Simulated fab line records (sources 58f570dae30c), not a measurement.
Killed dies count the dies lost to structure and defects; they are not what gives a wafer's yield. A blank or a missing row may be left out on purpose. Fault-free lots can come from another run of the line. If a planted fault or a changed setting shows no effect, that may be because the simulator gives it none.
fab line records ; flow berkeley_cmos170
record: lots: 14; wafers: 42; last_day: 13
route steps=331 shown NWELL@19 ACTIVE@76 V1@254
lots untouched by any fault: they come from a run of this same line in which no faults occurred
start_h: hours from the record's opening day to when the first of the lot's shown wafers began ; wait_h: how many hours have passed since the lot's step before this one ; " same as the row above ; L1.1+2: a row that stands for several wafers ; - no value, or no start was given ; * or withheld: withheld ; < > ~ a bound
route shown NAME@n: a module of which the file shows steps, and the number in the route of the first ; usual: average and standard deviation across the fault-free wafers ; same: alike in all rows ; chamber/n: place in a boat ; sites: per-site readings ; _std_site: standard deviation across them ; _edge_site: mean of outer sites minus mean of inner sites ; radius_mm: how far each site lies from the wafer's centre ; mask NAME#n: copy n ; behind: the last tool/chamber to shape the wafer ; hold: cause of the lot's hold/its duration in hours/its outcome ; device: names the non-switching transistor (n, p or np) ; end of line: the route-end tests of the same wafers ; step lacking rows: just its recipe ; killed: at the first sort, the dies lost to defects and structure; wafer yield is something else ; map: per-die view of a wafer (x killed, . not killed, _ where there is no die)
set.NAME: the setting that was run; set.NAME@STEP: the one run at that earlier step ; model.NAME: the simulator's own value behind a step, which no gauge read
steps of the route over a sample of lots; a table a step, a row a wafer
services: the hour from which a tool's chamber was out of use, counted from the record's first day as start_h (under 0 if before that day), plus the number of hours and why
== steps ==
step: UCB170_NWELL_THK_MEAS_05
recipe: reads: Si3N4_of_NWELL_CVD_04
usual: NWELL_NITRIDE_THK: 223.2/2.6
lot.wafer;tool;chamber;start_h;wait_h;NWELL_NITRIDE_THK[nm]
L463.1;film_metro-03;-;30.08;0.0;221.8
L463.3;film_metro-03;-;30.08;0.0;223.7
L463.4;film_metro-03;-;30.08;0.0;222.0
L464.1;film_metro-03;-;43.96;0.0;224.9
L464.4;film_metro-03;-;43.96;0.0;225.0
L464.6;film_metro-03;-;43.96;0.0;225.5
L466.1;film_metro-03;-;47.68;0.0;228.1
L466.3;film_metro-03;-;47.68;0.0;227.0
L466.5;film_metro-03;-;47.68;0.0;226.6
L467.1;film_metro-01;-;57.43;0.0;225.7
L467.4;film_metro-01;-;57.43;0.0;227.1
L467.5;film_metro-01;-;57.43;0.0;225.6
L468.2;film_metro-03;-;57.44;0.0;225.9
L468.3;film_metro-03;-;57.44;0.0;224.2
L468.5;film_metro-03;-;57.44;0.0;224.4
L472.1;film_metro-03;-;73.48;0.0;223.8
L472.3;film_metro-03;-;73.48;0.0;223.5
L472.4;film_metro-03;-;73.48;0.0;224.2
L473.2;film_metro-03;-;84.91;0.0;219.5
L473.3;film_metro-03;-;84.91;0.0;220.5
L473.5;film_metro-03;-;84.91;0.0;221.5
L475.3;film_metro-01;-;96.23;0.0;218.6
L475.5;film_metro-01;-;96.23;0.0;216.2
L475.6;film_metro-01;-;96.23;0.0;215.3
L476.3;film_metro-01;-;100.04;0.0;221.7
L476.5;film_metro-01;-;100.04;0.0;221.8
L476.6;film_metro-01;-;100.04;0.0;221.9
L477.2;film_metro-02;-;108.78;0.0;224.6
L477.5;film_metro-02;-;108.78;0.0;223.4
L477.6;film_metro-02;-;108.78;0.0;222.4
L481.1;film_metro-02;-;124.09;0.0;221.5
L481.3;film_metro-02;-;124.09;0.0;224.6
L481.6;film_metro-02;-;124.09;0.0;224.0
L483.1;film_metro-02;-;130.19;0.0;219.8
L483.2;film_metro-02;-;130.19;0.0;220.1
L483.6;film_metro-02;-;130.19;0.0;221.7
L485.1;film_metro-03;-;138.49;0.0;223.6
L485.2;film_metro-03;-;138.49;0.0;222.3
L485.6;film_metro-03;-;138.49;0.0;225.2
L486.3;film_metro-01;-;147.43;0.0;227.2
L486.4;film_metro-01;-;147.43;0.0;226.6
L486.6;film_metro-01;-;147.43;0.0;226.3
step: UCB170_NWELL_HMDS_06
recipe: prime_time_s: 60; prime_temp_c: 100
usual: chill_plate_temp_C: 23.01/0.099; prime_temp_c: 100.01/0.13; resist_line_temp_C: 22.99/0.12
lot.wafer;tool;chamber;start_h;wait_h;chill_plate_temp_C;prime_temp_c;resist_line_temp_C
L463.1;litho_track-01;0;30.18;0.1;22.81;99.81;23.04
L463.3;litho_track-01;0;30.18;0.1;22.89;99.97;23.15
L463.4;litho_track-01;0;30.18;0.1;22.98;100.04;23.04
L464.1;litho_track-02;0;44.33;0.4;22.96;100.10;22.85
L464.4;litho_track-02;0;44.33;0.4;22.98;99.96;22.89
L464.6;litho_track-02;0;44.33;0.4;22.92;100.11;23.02
L466.1;litho_track-01;0;47.74;0.1;23.02;99.95;22.77
L466.3;litho_track-01;0;47.74;0.1;22.98;100.03;23.01
L466.5;litho_track-01;0;47.74;0.1;22.92;99.96;22.99
L467.1;litho_track-02;0;57.49;0.1;23.00;100.29;23.01
L467.4;litho_track-02;0;57.49;0.1;22.91;100.11;23.14
L467.5;litho_track-02;0;57.49;0.1;23.06;99.98;23.26
L468.2;litho_track-01;0;57.52;0.1;23.25;99.93;23.13
L468.3;litho_track-01;0;57.52;0.1;23.03;100.03;23.01
L468.5;litho_track-01;0;57.52;0.1;23.23;100.07;22.99
L472.1;litho_track-02;0;73.72;0.2;23.08;97.12;23.05
L472.3;litho_track-02;0;73.72;0.2;23.18;96.92;23.20
L472.4;litho_track-02;0;73.72;0.2;23.18;96.98;23.30
L473.2;litho_track-02;0;84.98;0.1;22.93;97.19;22.92
L473.3;litho_track-02;0;84.98;0.1;22.95;97.19;22.85
L473.5;litho_track-02;0;84.98;0.1;23.06;97.21;22.82
L475.3;litho_track-01;0;96.49;0.2;23.16;100.03;22.90
L475.5;litho_track-01;0;96.49;0.2;23.14;99.97;23.04
L475.6;litho_track-01;0;96.49;0.2;23.20;100.01;23.00
L476.3;litho_track-04;0;100.23;0.2;23.07;99.60;23.02
L476.5;litho_track-04;0;100.23;0.2;23.12;99.95;23.09
L476.6;litho_track-04;0;100.23;0.2;23.07;99.88;23.07
L477.2;litho_track-04;0;109.25;0.5;23.10;99.96;23.06
L477.5;litho_track-04;0;109.25;0.5;23.01;100.04;23.13
L477.6;litho_track-04;0;109.25;0.5;22.85;99.99;23.07
L481.1;litho_track-01;0;124.42;0.3;23.02;99.92;23.06
L481.3;litho_track-01;0;124.42;0.3;23.05;99.97;23.11
L481.6;litho_track-01;0;124.42;0.3;22.91;100.07;23.23
L483.1;litho_track-04;0;130.60;0.4;22.94;100.12;22.70
L483.2;litho_track-04;0;130.60;0.4;23.12;100.29;22.70
L483.6;litho_track-04;0;130.60;0.4;22.87;100.17;22.74
L485.1;litho_track-01;0;138.55;0.1;22.90;99.90;22.83
L485.2;litho_track-01;0;138.55;0.1;22.94;99.86;22.78
L485.6;litho_track-01;0;138.55;0.1;23.00;99.78;22.93
L486.3;litho_track-01;0;147.52;0.1;23.20;99.81;22.98
L486.4;litho_track-01;0;147.52;0.1;23.05;99.98;23.07
L486.6;litho_track-01;0;147.52;0.1;23.03;99.90;22.77
step: UCB170_ACTIVE_STRIP_16
recipe: chemistry: O2; power_w: 400; pressure_mtorr: 3500; platen_temp_c: withheld; o2_flow_sccm: 400; overash_fraction: 0.5
usual: drypump_motor_current_A: 5.9/0.36; oes_product_au: 0.721/0.0044; strip_time_to_endpoint_s: 18.13/0.1
lot.wafer;tool;chamber;start_h;wait_h;drypump_motor_current_A;oes_product_au;rf_hours_counter_h;strip_time_to_endpoint_s
L463.1;plasma_asher-01;1;76.98;0.1;5.5;0.728;27;18.01
L463.3;plasma_asher-01;1;76.98;0.1;5.5;0.718;-;17.98
L463.4;plasma_asher-01;0;76.98;0.1;6.2;0.721;-;18.03
L466.1;plasma_asher-02;1;99.29;0.1;6.2;0.716;38;18.10
L466.3;plasma_asher-02;1;99.29;0.1;6.2;0.724;-;18.21
L466.5;plasma_asher-02;1;99.29;0.1;6.2;0.719;-;18.24
L464.1;plasma_asher-03;0;99.71;0.1;5.8;0.716;37;18.19
L464.4;plasma_asher-03;1;99.71;0.1;5.5;0.723;-;18.22
L464.6;plasma_asher-03;1;99.71;0.1;5.5;0.718;-;18.10
L468.2;plasma_asher-01;1;111.22;0.1;5.5;0.732;29;18.09
L468.3;plasma_asher-01;1;111.22;0.1;5.5;0.726;-;17.94
L468.5;plasma_asher-01;0;111.22;0.1;6.2;0.728;-;18.00
L467.1;plasma_asher-01;1;111.70;0.1;5.4;0.720;29;17.96
L467.4;plasma_asher-01;0;111.70;0.1;6.2;0.719;-;18.15
L467.5;plasma_asher-01;1;111.70;0.1;5.5;0.715;-;17.97
L472.1;plasma_asher-02;1;123.62;0.1;6.1;0.721;41;18.06
L472.3;plasma_asher-02;1;123.62;0.1;6.1;0.720;-;18.12
L472.4;plasma_asher-02;0;123.62;0.1;6.4;0.723;-;18.16
L473.2;plasma_asher-03;0;135.53;0.1;5.9;0.720;3;18.06
L473.3;plasma_asher-03;0;135.53;0.1;5.9;0.723;-;18.16
L473.5;plasma_asher-03;1;135.53;0.1;5.5;0.722;-;18.16
L475.3;plasma_asher-02;1;149.83;0.1;6.1;0.721;-;18.08
L475.5;plasma_asher-02;1;149.83;0.1;6.2;0.728;-;18.15
L475.6;plasma_asher-02;0;149.83;0.1;6.4;0.725;-;18.13
L476.3;plasma_asher-03;0;156.72;0.1;5.8;0.731;-;17.98
L476.5;plasma_asher-03;1;156.72;0.1;5.5;0.715;-;18.01
L476.6;plasma_asher-03;0;156.72;0.1;5.8;0.729;-;18.00
L477.2;plasma_asher-02;0;167.18;0.1;6.4;0.724;46;18.21
L477.5;plasma_asher-02;0;167.18;0.1;6.4;0.723;-;18.16
L477.6;plasma_asher-02;1;167.18;0.1;6.2;0.717;-;18.14
L481.1;plasma_asher-02;0;178.72;0.1;6.4;0.721;47;18.30
L481.3;plasma_asher-02;1;178.72;0.1;6.1;0.722;-;18.25
L481.6;plasma_asher-02;0;178.72;0.1;6.4;0.717;-;18.27
L483.1;plasma_asher-01;1;186.93;0.1;5.5;0.716;39;18.09
L483.2;plasma_asher-01;0;186.93;0.1;6.2;0.718;39;18.18
L483.6;plasma_asher-01;1;186.93;0.1;5.5;0.722;-;18.17
L485.1;plasma_asher-01;0;195.44;0.1;6.2;0.721;40;18.26
L485.2;plasma_asher-01;1;195.44;0.1;5.5;0.718;40;18.26
L485.6;plasma_asher-01;1;195.44;0.1;5.5;0.723;-;18.10
L486.3;plasma_asher-03;1;207.12;0.1;5.5;0.717;-;18.08
L486.4;plasma_asher-03;0;207.12;0.1;5.8;0.724;-;18.02
L486.6;plasma_asher-03;0;207.12;0.1;5.8;0.724;-;18.05
step: UCB170_V1_CVD_00
recipe: material: SiO2; target_thk_nm: 2000; temp_c: 390; precursor: TEOS/O2; time_s: 250; rf_w: 550; pressure_mtorr: 9000
usual: heater_power_w: 245/59
lot.wafer;tool;chamber;start_h;wait_h;heater_power_w
L463.1;pecvd-01;0;156.90;0.0;173
L463.3;pecvd-01;1;156.90;0.0;219
L463.4;pecvd-01;1;156.90;0.0;282
L464.1;pecvd-02;0;177.14;0.0;252
L464.4;pecvd-02;2;177.14;0.0;230
L464.6;pecvd-02;0;177.14;0.0;302
L466.1;pecvd-01;0;185.31;0.0;200
L466.3;pecvd-01;1;185.31;0.0;283
L466.5;pecvd-01;1;185.31;0.0;194
L467.1;pecvd-04;1;187.97;0.0;193
L467.4;pecvd-04;1;187.97;0.0;256
L467.5;pecvd-04;0;187.97;0.0;208
L468.2;pecvd-01;0;189.31;0.0;165
L468.3;pecvd-01;1;189.31;0.0;267
L468.5;pecvd-01;2;189.31;0.0;198
L472.1;pecvd-02;2;207.74;0.0;304
L472.3;pecvd-02;0;207.74;0.0;286
L472.4;pecvd-02;1;207.74;0.0;233
L473.2;pecvd-04;0;215.71;0.0;203
L473.3;pecvd-04;1;215.71;0.0;255
L473.5;pecvd-04;2;215.71;0.0;357
L475.3;pecvd-02;1;235.47;0.0;314
L475.5;pecvd-02;0;235.47;0.0;208
L475.6;pecvd-02;2;235.47;0.0;240
L476.3;pecvd-01;1;236.81;0.0;279
L476.5;pecvd-01;0;236.81;0.0;201
L476.6;pecvd-01;2;236.81;0.0;282
L477.2;pecvd-04;2;252.64;0.0;381
L477.5;pecvd-04;2;252.64;0.0;273
L477.6;pecvd-04;1;252.64;0.0;179
L481.1;pecvd-01;1;264.60;0.0;271
L481.3;pecvd-01;0;264.60;0.0;161
L481.6;pecvd-01;1;264.60;0.0;189
L483.1;pecvd-04;1;265.93;0.0;235
L483.2;pecvd-04;2;265.93;0.0;376
L483.6;pecvd-04;1;265.93;0.0;255
L485.1;pecvd-01;2;281.63;0.0;284
L485.2;pecvd-01;1;281.63;0.0;218
L485.6;pecvd-01;2;281.63;0.0;215
L486.3;pecvd-01;2;288.57;0.0;297
L486.4;pecvd-01;2;288.57;0.0;217
L486.6;pecvd-01;1;288.57;0.0;265
== services ==
tool;chamber;start_h;hours;kind
pecvd-02;-;10.40;2.8;pm
pecvd-04;-;14.50;14.0;pm
pecvd-04;0;30.73;19.1;repair
plasma_asher-01;-;31.37;9.4;repair
pecvd-01;-;69.61;0.5;repair
pecvd-04;0;76.44;18.2;repair
plasma_asher-01;-;84.80;15.0;pm
pecvd-01;-;101.95;5.5;pm
plasma_asher-03;-;108.81;9.0;pm
plasma_asher-02;-;109.05;6.9;pm
pecvd-02;-;131.12;28.1;pm
plasma_asher-03;-;218.62;8.3;repair
pecvd-04;-;230.16;14.6;pm
plasma_asher-02;-;236.25;7.7;repair
pecvd-02;-;241.26;1.5;repair
pecvd-01;-;242.50;14.0;pm
pecvd-01;0;242.50;14.0;vent_cycle
pecvd-01;1;242.50;14.0;vent_cycle
pecvd-01;2;242.50;14.0;vent_cycle
pecvd-01;0;256.50;-;clean
pecvd-01;1;256.50;-;clean
pecvd-01;2;256.50;-;clean
pecvd-04;0;263.01;8.9;repair
pecvd-02;0;283.42;6.5;repair
== key ==
first_sign: step: UCB170_NWELL_HMDS_06; reading: prime_temp_c; direction: down; sigmas: 22; usual: *; struck: *
effect none on later readings
met_at UCB170_NWELL_HMDS_06
struck_lots L472,L473
sort_left_out L472.1,L472.3,L472.4
tester_left_out L472,L473
not_acting_at UCB170_NWELL_THK_MEAS_05,UCB170_ACTIVE_STRIP_16,UCB170_V1_CVD_00
onset_between 57.49 73.72
fault: kind: process_parameter_drift; tool: litho_track-02; chamber: -; onset_h: 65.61; steps: UCB170_NWELL_HMDS_06; channel: prime_temp_c; offset: *; shape: step; end_h: 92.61; acts_in: *; stated: *
tester_left_out: of these lots the tester's yield and bins aren't shown, on N5 and GAA mostly nor the transistor test; their killed dies are dies lost to structure and defects alone, not to doping, threshold or leakage, so they don't give the yield
sort_left_out: the simulated sort isn't trusted on such a fault, so these wafers' sort isn't shown, and their yield isn't known
